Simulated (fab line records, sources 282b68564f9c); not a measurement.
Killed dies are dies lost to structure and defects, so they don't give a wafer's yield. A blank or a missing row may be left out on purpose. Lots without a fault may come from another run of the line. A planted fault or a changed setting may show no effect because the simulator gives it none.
fab line records | flow rit_cmos | part 1 of 2: steps 1 to 29 of 40
record lots=5 wafers=15 last_day=6
route steps=202 shown NWELL@34 PWELL@39 WELLDRIVE@50 NRETRO@53 PRETRO@64
lots that met no fault: from a run of the same line without faults
start_h: hours from the record's first day to the start of the lot's first wafer shown | wait_h: hours since the lot's step before | " the same as in the row above | L1.1+2: a row that stands for several wafers | - no value, or no start given | * or withheld: withheld | < > ~ a bound
route shown NAME@n: a module of which the file shows steps, and the number in the route of the first | usual: mean/standard deviation of fault-free wafers | same: alike in all rows | chamber/n: place in a boat | sites: the reading at each site | _std_site: their standard deviation | _edge_site: outer sites' mean less inner sites' | radius_mm: how far each site lies from the wafer's centre | mask NAME#n: copy n | behind: the tool/chamber that last shaped the wafer | hold: why the lot was held/for how many hours/how that ended | device: the transistor (n, p or np) that didn't switch | end of line: the same wafers' tests at the end of the route | a step without rows: its recipe alone | killed: dies lost to structure and defects at the first sort, not the wafer's yield | map: a wafer's dies, x killed, . not, _ none there
set.NAME: the setting as run; set.NAME@STEP: as run at that earlier step | model.NAME: the simulator's own value behind a step, which no gauge read
lots at some steps of the route; a table a step, a row a wafer
services: from which hour (start_h, from the record's first day; less than 0 if before it) a tool's chamber was out of use, for how many hours, and why
## steps
# step RIT_NWELL_OVL_MEAS_06
# usual NWELL_OVL=0.6/1.3
# columns lot.wafer tool chamber start_h wait_h NWELL_OVL[nm]
L078.2 overlay-02 - 42.29 - 0.5
L078.3 " - " " -1.6
L078.5 " - " " -2.3
L080.1 overlay-01 - 53.42 - 1.7
L080.3 " - " " -1.2
L080.5 " - " " -0.5
L081.1 overlay-01 - 55.67 - 0.9
L081.2 " - " " -0.3
L081.3 " - " " 1.9
L083.2 overlay-01 - 68.19 - 0.8
L083.5 " - " " -0.5
L083.6 " - " " -0.8
L090.1 overlay-01 - 102.42 - -0.1
L090.4 " - " " 0.1
L090.6 " - " " 0.8
# step RIT_NWELL_HARDBAKE_07
# recipe resist=NOVOLAK temp_c=140 time_s=120
# columns lot.wafer tool chamber start_h wait_h
L078.2+3+5 litho_track-03 0 42.36 0.1
L080.1+3+5 litho_track-02 0 53.54 0.1
L081.1+2+3 litho_track-02 0 55.71 0.0
L083.2+5+6 litho_track-04 0 68.26 0.1
L090.1+4+6 litho_track-03 0 102.46 0.0
# step RIT_NWELL_IMPLANT_08
# recipe species=P energy_kev=170 dose_cm2=4.931e+13 tilt_deg=7
# usual dose_ions_cm2=4.93e+13/6.1e+10 end_station_pressure_torr=5.12e-06/2.9e-07
# columns lot.wafer tool chamber start_h wait_h dose_ions_cm2 end_station_pressure_torr
L078.2 implanter-01 0 42.60 0.2 4.935e+13 4.81e-06
L078.3 " 0 " " 4.932e+13 5.4e-06
L078.5 " 0 " " 4.933e+13 4.93e-06
L080.1 implanter-01 0 53.79 0.2 4.937e+13 5.42e-06
L080.3 " 0 " " 4.939e+13 4.86e-06
L080.5 " 0 " " 4.931e+13 4.8e-06
L081.1 implanter-03 0 55.96 0.2 4.933e+13 4.81e-06
L081.2 " 0 " " 4.943e+13 5.27e-06
L081.3 " 0 " " 4.933e+13 5.01e-06
L083.2 implanter-03 0 68.49 0.2 4.936e+13 4.83e-06
L083.5 " 0 " " 4.931e+13 4.92e-06
L083.6 " 0 " " 4.928e+13 5.19e-06
L090.1 implanter-01 0 102.71 0.2 4.927e+13 4.91e-06
L090.4 " 0 " " 4.922e+13 5.07e-06
L090.6 " 0 " " 4.929e+13 5.36e-06
# step RIT_NWELL_STRIP_09
# recipe chemistry=O2 time_s=180 resist=NOVOLAK platen_temp_c=withheld power_w=500 pressure_mtorr=4000 o2_flow_sccm=4000
# usual drypump_motor_current_A=5.7/0.36
# columns lot.wafer tool chamber start_h wait_h drypump_motor_current_A rf_hours_counter_h
L078.2 plasma_asher-02 1 42.72 0.1 5.8 40
L078.3 " 0 " " 5.5 -
L078.5 " 0 " " 5.5 -
L080.1 plasma_asher-01 1 53.94 0.1 5.6 41
L080.3 " 0 " " 6.3 -
L080.5 " 1 " " 5.5 -
L081.1 plasma_asher-01 0 56.11 0.1 6.2 41
L081.2 " 1 " " 5.5 41
L081.3 " 0 " " 6.2 -
L083.2 plasma_asher-03 0 68.62 0.1 5.5 41
L083.5 " 1 " " 5.2 -
L083.6 " 0 " " 5.5 -
L090.1 plasma_asher-01 1 102.86 0.1 5.5 47
L090.4 " 0 " " 6.2 -
L090.6 " 1 " " 5.5 -
# step RIT_NWELL_TW_MEAS_10
# usual NWELL_TW=2120/18
# columns lot.wafer tool chamber start_h wait_h NWELL_TW
L078.2 film_metro-03 - 42.91 0.1 2125
L078.3 " - " " 2127
L078.5 " - " " 2130
L080.1 film_metro-03 - 54.11 0.1 2125
L080.3 " - " " 2130
L080.5 " - " " 2130
L081.1 film_metro-01 - 56.28 0.1 2103
L081.2 " - " " 2087
L081.3 " - " " 2088
L083.2 film_metro-02 - 68.80 0.1 2088
L083.5 " - " " 2087
L083.6 " - " " 2089
L090.1 film_metro-01 - 103.07 0.2 2130
L090.4 " - " " 2142
L090.6 " - " " 2131
# step RIT_PWELL_HMDS_00
# recipe prime_time_s=60 prime_temp_c=140
# usual prime_temp_c=140.00/0.14
# same prime_time_s=60
# columns lot.wafer tool chamber start_h wait_h prime_temp_c
L078.2 litho_track-02 0 42.98 0.1 139.98
L078.3 " 0 " " 139.87
L078.5 " 0 " " 139.95
L080.1 litho_track-01 0 54.17 0.1 139.87
L080.3 " 0 " " 139.85
L080.5 " 0 " " 139.77
L081.1 litho_track-03 0 56.34 0.1 140.05
L081.2 " 0 " " 139.85
L081.3 " 0 " " 139.85
L083.2 litho_track-03 0 68.88 0.1 139.87
L083.5 " 0 " " 139.74
L083.6 " 0 " " 139.82
L090.1 litho_track-03 0 103.13 0.1 140.22
L090.4 " 0 " " 140.11
L090.6 " 0 " " 140.09
# step RIT_PWELL_COAT_01
# recipe resist=NOVOLAK spin_rpm=2000 resist_thk_nm=1300
# usual spin_speed_rpm=2000.1/1.4
# columns lot.wafer tool chamber start_h wait_h spin_speed_rpm
L078.2 litho_track-02 0 43.13 0.1 1999.4
L078.3 " 0 " " 2002.8
L078.5 " 0 " " 1998.4
L080.1 litho_track-01 0 54.32 0.1 2001.6
L080.3 " 0 " " 2001.3
L080.5 " 0 " " 2002.1
L081.1 litho_track-03 0 56.49 0.1 1997.7
L081.2 " 0 " " 1999.4
L081.3 " 0 " " 1998.2
L083.2 litho_track-03 0 69.03 0.1 1998.3
L083.5 " 0 " " 1998.1
L083.6 " 0 " " 1996.8
L090.1 litho_track-03 0 103.28 0.1 2002.2
L090.4 " 0 " " 1999.8
L090.6 " 0 " " 2001.7
# step RIT_PWELL_SOFTBAKE_02
# recipe resist=NOVOLAK temp_c=90 time_s=60
# columns lot.wafer tool chamber start_h wait_h
L078.2+3+5 litho_track-02 0 43.28 0.1
L080.1+3+5 litho_track-01 0 54.47 0.1
L081.1+2+3 litho_track-03 0 56.64 0.1
L083.2+5+6 litho_track-03 0 69.18 0.1
L090.1+4+6 litho_track-03 0 103.43 0.1
# step RIT_PWELL_EXPOSE_03
# recipe mask_id=M3 na=0.57 target_cd_nm=43700 dose_mj=250
# usual focus_offset_nm=0.0/0.54 reticle_temp_C=23.00/0.1
# columns lot.wafer tool chamber start_h wait_h mask focus_offset_nm reticle_temp_C
L078.2 iline_stepper-02 0 43.55 0.2 M3#0 0.3 22.79
L078.3 " 0 " " M3#0 0.2 22.87
L078.5 " 0 " " M3#0 0.1 23.00
L080.1 iline_stepper-01 0 54.75 0.2 M3#0 0.8 22.85
L080.3 " 0 " " M3#0 0.6 22.98
L080.5 " 0 " " M3#0 0.2 22.96
L081.1 iline_stepper-01 0 56.79 0.1 M3#0 0.5 23.03
L081.2 " 0 " " M3#0 0.2 22.93
L081.3 " 0 " " M3#0 0.3 22.93
L083.2 iline_stepper-02 0 69.45 0.2 M3#0 -0.6 23.13
L083.5 " 0 " " M3#0 -0.9 23.05
L083.6 " 0 " " M3#0 -0.3 22.99
L090.1 iline_stepper-01 0 103.70 0.2 M3#0 -0.9 23.17
L090.4 " 0 " " M3#0 -0.7 23.18
L090.6 " 0 " " M3#0 -1.2 23.26
# step RIT_PWELL_PEB_04
# recipe resist=NOVOLAK temp_c=withheld time_s=withheld
# columns lot.wafer tool chamber start_h wait_h
L078.2+3+5 litho_track-03 0 43.67 0.1
L080.1+3+5 litho_track-02 0 54.86 0.1
L081.1+2+3 litho_track-01 0 56.91 0.1
L083.2+5+6 litho_track-03 0 69.57 0.1
L090.1+4+6 litho_track-01 0 103.82 0.1
# step RIT_PWELL_DEVELOP_05
# recipe resist=NOVOLAK develop_time_s=68 dev_temp_c=23
# same develop_time_s=68
# columns lot.wafer tool chamber start_h wait_h
L078.2+3+5 litho_track-03 0 - -
L080.1+3+5 litho_track-02 0 - -
L081.1+2+3 litho_track-01 0 - -
L083.2+5+6 litho_track-03 0 - -
L090.1+4+6 litho_track-01 0 - -
# step RIT_PWELL_OVL_MEAS_06
# usual PWELL_OVL=-0.7/1.4
# columns lot.wafer tool chamber start_h wait_h PWELL_OVL[nm]
L078.2 overlay-02 - 43.97 - 0.2
L078.3 " - " " 1.8
L078.5 " - " " 0.4
L080.1 overlay-01 - 55.18 - -1.4
L080.3 " - " " -0.7
L080.5 " - " " -2.8
L081.1 overlay-01 - 57.22 - -2.7
L081.2 " - " " 0.2
L081.3 " - " " -2.0
L083.2 overlay-01 - 69.86 - -0.1
L083.5 " - " " -1.4
L083.6 " - " " -0.7
L090.1 overlay-01 - 104.13 - -1.7
L090.4 " - " " 0.0
L090.6 " - " " -2.2
# step RIT_PWELL_HARDBAKE_07
# recipe resist=NOVOLAK temp_c=139.2 time_s=120
# columns lot.wafer tool chamber start_h wait_h
L078.2+3+5 litho_track-01 0 44.04 0.1
L080.1+3+5 litho_track-02 0 55.33 0.1
L081.1+2+3 litho_track-03 0 57.26 0.0
L083.2+5+6 litho_track-03 0 69.94 0.1
L090.1+4+6 litho_track-02 0 104.17 0.0
# step RIT_PWELL_IMPLANT_08
# recipe species=B energy_kev=170 dose_cm2=7e+13 tilt_deg=7
# usual dose_ions_cm2=6.999e+13/8.4e+10 end_station_pressure_torr=5.19e-06/2.9e-07
# columns lot.wafer tool chamber start_h wait_h dose_ions_cm2 end_station_pressure_torr
L078.2 implanter-01 0 44.27 0.2 6.983e+13 5.03e-06
L078.3 " 0 " " 6.99e+13 5.22e-06
L078.5 " 0 " " 6.985e+13 5.2e-06
L080.1 implanter-01 0 55.58 0.2 7.006e+13 5.11e-06
L080.3 " 0 " " 7.012e+13 5.65e-06
L080.5 " 0 " " 7.006e+13 4.9e-06
L081.1 implanter-01 0 57.51 0.2 6.991e+13 5.46e-06
L081.2 " 0 " " 6.99e+13 4.84e-06
L081.3 " 0 " " 7.003e+13 5.03e-06
L083.2 implanter-02 0 70.17 0.2 6.991e+13 5.03e-06
L083.5 " 0 " " 6.995e+13 5.62e-06
L083.6 " 0 " " 6.985e+13 4.86e-06
L090.1 implanter-02 0 104.42 0.2 6.999e+13 5.31e-06
L090.4 " 0 " " 6.992e+13 5.36e-06
L090.6 " 0 " " 7.01e+13 5.14e-06
# step RIT_PWELL_STRIP_09
# recipe chemistry=O2 time_s=180 resist=NOVOLAK platen_temp_c=withheld power_w=500 pressure_mtorr=4000 o2_flow_sccm=4000
# usual drypump_motor_current_A=5.55/0.21
# columns lot.wafer tool chamber start_h wait_h drypump_motor_current_A rf_hours_counter_h
L078.2 plasma_asher-02 0 44.40 0.1 5.49 40
L078.3 " 0 " " 5.49 -
L078.5 " 1 " " 5.80 -
L080.1 plasma_asher-04 0 55.73 0.1 5.55 26
L080.3 " 1 " " 5.76 -
L080.5 " 0 " " 5.56 -
L081.1 plasma_asher-03 1 57.66 0.1 5.18 40
L081.2 " 0 " " 5.54 40
L081.3 " 1 " " 5.15 -
L083.2 plasma_asher-02 0 70.29 0.1 5.50 43
L083.5 " 0 " " 5.49 -
L083.6 " 1 " " 5.79 -
L090.1 plasma_asher-04 0 104.57 0.1 5.54 30
L090.4 " 1 " " 5.79 -
L090.6 " 1 " " 5.76 -
# step RIT_PWELL_TW_MEAS_10
# usual PWELL_TW=947/7.3
# columns lot.wafer tool chamber start_h wait_h PWELL_TW
L078.2 film_metro-02 - 44.58 0.1 934
L078.3 " - " " 929
L078.5 " - " " 936
L080.1 film_metro-01 - 55.90 0.1 938
L080.3 " - " " 939
L080.5 " - " " 934
L081.1 film_metro-03 - 57.83 0.1 949
L081.2 " - " " 949
L081.3 " - " " 949
L083.2 film_metro-01 - 70.48 0.1 939
L083.5 " - " " 941
L083.6 " - " " 942
L090.1 film_metro-01 - 104.74 0.1 953
L090.4 " - " " 957
L090.6 " - " " 952
# step RIT_WELLDRIVE_ANNEAL_00
# recipe temp_c=1100 time_s=14700 ambient=N2
# usual spike_tc_load_C=1123/3.9
# columns lot.wafer tool chamber start_h wait_h spike_tc_load_C
L078.2 furnace-03 0 45.00 0.4 1123
L078.3 " 0 " " 1122
L078.5 " 0 " " 1123
L080.1 furnace-03 0 57.28 1.4 1124
L080.3 " 0 " " 1124
L080.5 " 0 " " 1122
L081.1 furnace-01 0 59.00 1.2 1121
L081.2 " 0 " " 1120
L081.3 " 0 " " 1119
L083.2 furnace-04 0 71.51 1.0 1129
L083.5 " 0 " " 1129
L083.6 " 0 " " 1126
L090.1 furnace-04 0 104.93 0.2 1128
L090.4 " 0 " " 1128
L090.6 " 0 " " 1128
# step RIT_WELLDRIVE_RS_MEAS_01
# recipe thk_meas_gauge=four-point-probe
# usual NWELL_RS=278.0/0.87
# columns lot.wafer tool chamber start_h wait_h NWELL_RS[ohm/sq]
L078.2 film_metro-03 - 50.11 0.0 277.7
L078.3 " - " " 277.5
L078.5 " - " " 277.4
L080.1 film_metro-03 - 62.36 0.0 277.9
L080.3 " - " " 278.1
L080.5 " - " " 277.4
L081.1 film_metro-03 - 64.08 0.0 278.3
L081.2 " - " " 278.1
L081.3 " - " " 278.9
L083.2 film_metro-01 - 76.61 0.0 278.1
L083.5 " - " " 278.3
L083.6 " - " " 277.9
L090.1 film_metro-01 - 110.09 0.1 278.3
L090.4 " - " " 279.2
L090.6 " - " " 279.0
# step RIT_WELLDRIVE_RS_MEAS_02
# recipe thk_meas_gauge=four-point-probe
# usual PWELL_RS=429.5/1.4
# columns lot.wafer tool chamber start_h wait_h PWELL_RS[ohm/sq]
L078.2 film_metro-03 - 50.23 0.1 429.6
L078.3 " - " " 430.8
L078.5 " - " " 429.2
L080.1 film_metro-03 - 62.48 0.1 430.5
L080.3 " - " " 430.8
L080.5 " - " " 430.8
L081.1 film_metro-03 - 64.20 0.1 428.4
L081.2 " - " " 429.5
L081.3 " - " " 429.4
L083.2 film_metro-01 - 76.73 0.1 429.0
L083.5 " - " " 428.0
L083.6 " - " " 427.6
L090.1 film_metro-01 - 110.21 0.1 427.0
L090.4 " - " " 427.8
L090.6 " - " " 427.9
# step RIT_NRETRO_HMDS_00
# recipe prime_time_s=60 prime_temp_c=140
# usual prime_temp_c=140.00/0.14
# same prime_time_s=60
# columns lot.wafer tool chamber start_h wait_h prime_temp_c
L078.2 litho_track-01 0 50.35 0.1 139.98
L078.3 " 0 " " 139.94
L078.5 " 0 " " 139.94
L080.1 litho_track-03 0 62.60 0.1 140.24
L080.3 " 0 " " 140.22
L080.5 " 0 " " 140.15
L081.1 litho_track-03 0 64.33 0.1 139.82
L081.2 " 0 " " 139.87
L081.3 " 0 " " 139.98
L083.2 litho_track-01 0 76.85 0.1 139.83
L083.5 " 0 " " 139.72
L083.6 " 0 " " 139.85
L090.1 litho_track-01 0 110.33 0.1 139.75
L090.4 " 0 " " 139.82
L090.6 " 0 " " 140.11
# step RIT_NRETRO_COAT_01
# recipe resist=NOVOLAK spin_rpm=2000 resist_thk_nm=1300
# usual spin_speed_rpm=1999.9/1.3
# columns lot.wafer tool chamber start_h wait_h spin_speed_rpm
L078.2 litho_track-01 0 50.50 0.1 1999.5
L078.3 " 0 " " 2003.2
L078.5 " 0 " " 2001.6
L080.1 litho_track-03 0 62.75 0.1 2000.4
L080.3 " 0 " " 1999.5
L080.5 " 0 " " 1998.9
L081.1 litho_track-03 0 64.48 0.1 2000.7
L081.2 " 0 " " 2000.0
L081.3 " 0 " " 1999.9
L083.2 litho_track-01 0 77.00 0.1 2001.5
L083.5 " 0 " " 1999.8
L083.6 " 0 " " 2000.2
L090.1 litho_track-01 0 110.48 0.1 2000.0
L090.4 " 0 " " 1998.9
L090.6 " 0 " " 1997.4
# step RIT_NRETRO_SOFTBAKE_02
# recipe resist=NOVOLAK temp_c=90 time_s=60
# columns lot.wafer tool chamber start_h wait_h
L078.2+3+5 litho_track-01 0 50.65 0.1
L080.1+3+5 litho_track-03 0 62.90 0.1
L081.1+2+3 litho_track-03 0 64.63 0.1
L083.2+5+6 litho_track-01 0 77.15 0.1
L090.1+4+6 litho_track-01 0 110.63 0.1
# step RIT_NRETRO_EXPOSE_03
# recipe mask_id=M4 na=0.57 target_cd_nm=43900 dose_mj=250
# usual focus_offset_nm=0.1/0.55 reticle_temp_C=23.02/0.097
# columns lot.wafer tool chamber start_h wait_h mask focus_offset_nm reticle_temp_C
L078.2 iline_stepper-02 0 50.92 0.2 M4#0 0.6 23.02
L078.3 " 0 " " M4#0 0.6 23.00
L078.5 " 0 " " M4#0 0.9 23.09
L080.1 iline_stepper-01 0 63.05 0.1 M4#0 0.0 22.98
L080.3 " 0 " " M4#0 0.2 22.75
L080.5 " 0 " " M4#0 0.0 22.99
L081.1 iline_stepper-01 0 64.78 0.1 M4#0 0.6 23.15
L081.2 " 0 " " M4#0 1.0 23.19
L081.3 " 0 " " M4#0 0.1 23.29
L083.2 iline_stepper-02 0 77.30 0.1 M4#0 0.0 22.86
L083.5 " 0 " " M4#0 0.6 22.96
L083.6 " 0 " " M4#0 -0.6 23.04
L090.1 iline_stepper-02 0 110.78 0.1 M4#0 0.3 22.95
L090.4 " 0 " " M4#0 -1.3 23.11
L090.6 " 0 " " M4#0 0.6 23.14
# step RIT_NRETRO_PEB_04
# recipe resist=NOVOLAK temp_c=withheld time_s=withheld
# columns lot.wafer tool chamber start_h wait_h
L078.2+3+5 litho_track-03 0 51.04 0.1
L080.1+3+5 litho_track-01 0 63.17 0.1
L081.1+2+3 litho_track-03 0 64.90 0.1
L083.2+5+6 litho_track-03 0 77.42 0.1
L090.1+4+6 litho_track-04 0 110.90 0.1
# step RIT_NRETRO_DEVELOP_05
# recipe resist=NOVOLAK develop_time_s=68 dev_temp_c=23
# same develop_time_s=68
# columns lot.wafer tool chamber start_h wait_h
L078.2+3+5 litho_track-03 0 - -
L080.1+3+5 litho_track-01 0 - -
L081.1+2+3 litho_track-03 0 - -
L083.2+5+6 litho_track-03 0 - -
L090.1+4+6 litho_track-04 0 - -
# step RIT_NRETRO_OVL_MEAS_06
# usual NRETRO_OVL=-0.4/1.5
# columns lot.wafer tool chamber start_h wait_h NRETRO_OVL[nm]
L078.2 overlay-01 - 53.50 - -1.7
L078.3 " - " " -3.5
L078.5 " - " " -3.1
L080.1 overlay-01 - 63.48 - -0.6
L080.3 " - " " 0.9
L080.5 " - " " 1.2
L081.1 overlay-02 - 65.21 - -2.1
L081.2 " - " " -1.9
L081.3 " - " " -0.6
L083.2 overlay-02 - 77.71 - 2.3
L083.5 " - " " 0.7
L083.6 " - " " 1.6
L090.1 overlay-02 - 111.21 - 0.6
L090.4 " - " " 0.7
L090.6 " - " " -0.8
# step RIT_NRETRO_HARDBAKE_07
# recipe resist=NOVOLAK temp_c=140 time_s=120
# columns lot.wafer tool chamber start_h wait_h
L078.2+3+5 litho_track-04 0 53.64 0.1
L080.1+3+5 litho_track-01 0 63.52 0.0
L081.1+2+3 litho_track-01 0 65.34 0.1
L083.2+5+6 litho_track-04 0 77.79 0.1
L090.1+4+6 litho_track-03 0 111.25 0.0
# step RIT_NRETRO_IMPLANT_08
# recipe species=P energy_kev=70 dose_cm2=1e+13 tilt_deg=7
# usual dose_ions_cm2=9.999e+12/1.1e+10 end_station_pressure_torr=5.05e-06/2.5e-07
# columns lot.wafer tool chamber start_h wait_h dose_ions_cm2 end_station_pressure_torr
L078.2 implanter-04 0 53.88 0.2 9.996e+12 5.1e-06
L078.3 " 0 " " 9.984e+12 4.99e-06
L078.5 " 0 " " 9.991e+12 5.16e-06
L080.1 implanter-02 0 63.77 0.2 1.0012e+13 5.01e-06
L080.3 " 0 " " 1.0001e+13 4.98e-06
L080.5 " 0 " " 9.995e+12 5.14e-06
L081.1 implanter-03 0 65.59 0.2 1.0001e+13 5.15e-06
L081.2 " 0 " " 1.0007e+13 4.94e-06
L081.3 " 0 " " 1.0003e+13 4.77e-06
L083.2 implanter-04 0 78.02 0.2 9.989e+12 5.09e-06
L083.5 " 0 " " 9.981e+12 5.43e-06
L083.6 " 0 " " 9.999e+12 5.29e-06
L090.1 implanter-04 0 111.50 0.2 9.996e+12 4.56e-06
L090.4 " 0 " " 9.988e+12 5.28e-06
L090.6 " 0 " " 1e+13 5.48e-06
# step RIT_NRETRO_STRIP_09
# recipe chemistry=O2 time_s=180 resist=NOVOLAK platen_temp_c=withheld power_w=500 pressure_mtorr=4000 o2_flow_sccm=4000
# usual drypump_motor_current_A=5.73/0.26
# columns lot.wafer tool chamber start_h wait_h drypump_motor_current_A rf_hours_counter_h
L078.2 plasma_asher-02 0 54.00 0.1 5.52 41
L078.3 " 0 " " 5.48 -
L078.5 " 0 " " 5.50 -
L080.1 plasma_asher-01 1 63.92 0.1 5.53 42
L080.3 " 0 " " 6.28 -
L080.5 " 0 " " 6.26 -
L081.1 plasma_asher-02 1 65.74 0.1 5.81 43
L081.2 " 0 " " 5.50 43
L081.3 " 1 " " 5.80 -
L083.2 plasma_asher-01 1 78.14 0.1 5.51 44
L083.5 " 1 " " 5.55 -
L083.6 " 0 " " 6.26 -
L090.1 plasma_asher-02 1 111.65 0.1 5.80 48
L090.4 " 0 " " 5.50 -
L090.6 " 1 " " 5.80 -
